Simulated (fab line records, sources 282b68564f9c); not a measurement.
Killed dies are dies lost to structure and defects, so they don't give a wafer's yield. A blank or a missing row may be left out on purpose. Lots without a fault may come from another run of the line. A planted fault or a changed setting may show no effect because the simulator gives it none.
Tool commonality check | flow rit_cmos | 14 lots, 42 wafers sampled

WHY IT WAS OPENED
At RIT_CONTACT_THK_MEAS_01 the reading CONTACT_TEOS_THK is flagged on 2 of 14 lots. Wafers without a fault read 401 nm, standard deviation 5.4.
Rule: a lot is flagged when every wafer of it that has a number lies more than 4 standard deviations from that mean, or none has a number. The other lots count as sound.

lot  | measured    | on            | CONTACT_TEOS_THK (nm), wafer by wafer | flag
L411 | day 3 11:32 | film_metro-03 | 406 410 413                           |
L412 | day 3 16:22 | film_metro-01 | 395 398 400                           |
L413 | day 3 19:58 | film_metro-01 | 397 393 411                           |
L414 | day 4 03:05 | film_metro-03 | 398 397 403                           |
L415 | day 4 07:13 | film_metro-03 | 400 406 403                           |
L420 | day 5 12:40 | film_metro-03 | 122 122 119                           | FLAGGED
L423 | day 6 00:17 | film_metro-01 | 116 116 117                           | FLAGGED
L424 | day 6 00:32 | film_metro-03 | 395 403 399                           |
L425 | day 6 07:02 | film_metro-01 | 395 392 399                           |
L426 | day 6 08:52 | film_metro-04 | 396 404 405                           |
L428 | day 6 23:23 | film_metro-01 | 396 390 406                           |
L429 | day 7 07:20 | film_metro-03 | 396 407 402                           |
L431 | day 7 13:41 | film_metro-03 | 396 405 404                           |
L434 | day 8 03:55 | film_metro-03 | 394 399 401                           |
The numbers of the flagged lots are 119 nm on average: -282 nm against the usual, or -52 standard deviations.

WHICH TOOL RAN EACH LOT
The record holds 1 process step before the reading, out of a route of 202 steps. In each cell: the tool, then ch and the chambers that the sampled wafers went through, then the start.
lot  | flag    | RIT_CONTACT_CVD_00
L411 |         | pecvd-02 ch 0,2, day 3 11:28
L412 |         | pecvd-03 ch 0,2, day 3 16:17
L413 |         | pecvd-01 ch 0,2, day 3 19:54
L414 |         | pecvd-02 ch 0,1, day 4 03:01
L415 |         | pecvd-03 ch 0,1, day 4 07:08
L420 | FLAGGED | pecvd-02 ch 0,2, day 5 12:37
L423 | FLAGGED | pecvd-02 ch 0,1, day 6 00:13
L424 |         | pecvd-03 ch 0,2, day 6 00:29
L425 |         | pecvd-01 ch 0,2, day 6 06:59
L426 |         | pecvd-03 ch 0,2, day 6 08:48
L428 |         | pecvd-01 ch 0,1,2, day 6 23:20
L429 |         | pecvd-03 ch 1,2, day 7 07:17
L431 |         | pecvd-01 ch 1,2, day 7 13:38
L434 |         | pecvd-01 ch 1,2, day 8 03:51
What these steps do:
- RIT_CONTACT_CVD_00: deposits SiO2 from TEOS, target thk 400 nm, time 61 s.
- RIT_CONTACT_THK_MEAS_01

FLAGGED OVER TOTAL, TOOL BY TOOL (the gauges that took the reading come last)
step                    | tool          | lots run | flagged | share of the flagged lots | sound lots run after its first flagged lot
RIT_CONTACT_CVD_00      | pecvd-01      | 5        | 0       | none                      | -
RIT_CONTACT_CVD_00      | pecvd-02      | 4        | 2       | all                       | 0
RIT_CONTACT_CVD_00      | pecvd-03      | 5        | 0       | none                      | -
RIT_CONTACT_THK_MEAS_01 | film_metro-01 | 5        | 1       | some                      | 2 (L425,L428)
RIT_CONTACT_THK_MEAS_01 | film_metro-03 | 8        | 1       | some                      | 4 (L424,L429,L431,L434)
RIT_CONTACT_THK_MEAS_01 | film_metro-04 | 1        | 0       | none                      | -

WHAT THE TABLE ALLOWS
1 row of the table ran every flagged lot: pecvd-02 at RIT_CONTACT_CVD_00.
- pecvd-02 at RIT_CONTACT_CVD_00: 2 of its 4 lots flagged. Its last sound lot is L414 (day 4 03:01), its first flagged lot L420 (day 5 12:37): a fault that began between those two fits.
One tool is left: pecvd-02 at RIT_CONTACT_CVD_00.

WHAT THE SIMULATOR HAD PUT IN
Process parameter drift: pecvd-02, from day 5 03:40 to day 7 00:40, at RIT_CONTACT_CVD_00. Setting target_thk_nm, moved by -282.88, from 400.
Lots struck among those shown: L420, L423. The rule above found the same.
